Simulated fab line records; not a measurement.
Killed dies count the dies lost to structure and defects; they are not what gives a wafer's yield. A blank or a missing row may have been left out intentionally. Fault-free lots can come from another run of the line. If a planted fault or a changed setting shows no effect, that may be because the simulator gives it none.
Struck lot and sound lot, side by side | flow rit cmos | 18 out of 202 route steps
Sound: these wafers, L542.3, L542.4, L542.6. Wafers L549.2, L549.3, L549.6 were the ones struck. Last of all comes the cause.
Per side, at each step with rows, come the tool, then ch with its chambers, and then its first start. Under that, the readings that differ: sound wafers | struck wafers | difference of the means | sigmas: that difference in standard deviations of wafers without a fault.
alike: readings with means less than 2 such deviations apart, plus words and numbers identical on both sides. not compared: withheld readings, readings lacking a value on some wafer, bounds such as >300 that could conceal the same value, and numbers that have no deviation in the record and whose values overlap.
The two part at a step that has a row with sigmas, a row that says differs or no value, or rows on one side only. Numbers that have no deviation but don't overlap get no sigmas and don't part them. Lack of a reading on every wafer of one side parts them only where that side has two or more wafers.

first, 4 steps without rows for these wafers: RIT_PSD_SOFTBAKE_02 (time 60 s); RIT_PSD_EXPOSE_03 (exposes mask M10, target cd 40900 nm); RIT_PSD_PEB_04; RIT_PSD_DEVELOP_05 (develop time 50 s).
RIT_PSD_OVL_MEAS_06:
  sound on overlay-02, day 5 10:36; struck on overlay-01, day 6 22:05
  alike: PSD_OVL
then, 2 steps without rows for these wafers: RIT_PSD_HARDBAKE_07 (time 60 s); RIT_PSD_IMPLANT_08.
RIT_PSD_STRIP_09: strips in O2, time 180 s.
  sound on plasma asher-03 ch 0,1, day 5 11:09; struck on plasma asher-02 ch 0,1, day 6 22:25
  alike: drypump motor current A
  not compared: rf hours counter h
RIT_PSD_TW_MEAS_10:
  sound on film metro-02, day 5 11:17; struck on film metro-02, day 6 22:37
  alike: PSD_TW
then, 3 steps without rows for these wafers: RIT_SDANNEAL_CLEAN_00 (cleans in SC1, time 600 s); RIT_SDANNEAL_CLEAN_01 (cleans in dHF, time 30 s); RIT_SDANNEAL_CLEAN_02 (cleans in SC2, time 600 s).
RIT_SDANNEAL_RTA_03: time 5 s.
  sound on rtp anneal-01 ch 0, day 5 11:44; struck on rtp anneal-02 ch 0, day 6 23:06
  reading          | sound                | struck            | difference | sigmas
  wafer_temp_C_max | 1053.9 1052.1 1055.4 | 986.7 986.5 986.7 | -67.2      | -52
RIT_SDANNEAL_RS_MEAS_04: uses a four-point probe to measure.
  sound on film metro-03, day 5 11:51; struck on film metro-02, day 6 23:10
  reading         | sound             | struck            | difference | sigmas
  PSD_RS (ohm/sq) | 115.8 116.3 116.0 | 166.1 166.2 165.9 | +50.0      | +99 or more
RIT_SDANNEAL_RS_MEAS_05: uses a four-point probe to measure.
  sound on film metro-03, day 5 11:58; struck on film metro-02, day 6 23:17
  reading         | sound             | struck            | difference | sigmas
  NSD_RS (ohm/sq) | 84.67 84.78 84.78 | 87.71 87.54 87.47 | +2.83      | +11
RIT_SDANNEAL_RS_MEAS_06: uses a four-point probe to measure.
  sound on film metro-03, day 5 12:05; struck on film metro-02, day 6 23:25
  reading          | sound             | struck            | difference | sigmas
  PLDD_RS (ohm/sq) | 178.1 178.4 178.1 | 246.2 246.7 246.2 | +68.2      | +99 or more
RIT_SDANNEAL_RS_MEAS_07: uses a four-point probe to measure.
  sound on film metro-03, day 5 12:13; struck on film metro-02, day 6 23:32
  reading          | sound             | struck            | difference | sigmas
  NLDD_RS (ohm/sq) | 151.6 151.1 151.3 | 153.8 153.6 153.8 | +2.4       | +4
then, 1 step without rows for these wafers: RIT_SILICIDE_WET_ETCH_00 (etches SiO2 in BOE, target depth 14 nm, time 15 s).

== WHERE THEY PART ==
Last at RIT_SDANNEAL_RS_MEAS_07 as far as this record goes, first at RIT_SDANNEAL_RTA_03.

WHY: what the simulator had put in
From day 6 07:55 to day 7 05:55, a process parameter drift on rtp anneal-02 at RIT_SDANNEAL_RTA_03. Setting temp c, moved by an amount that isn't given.
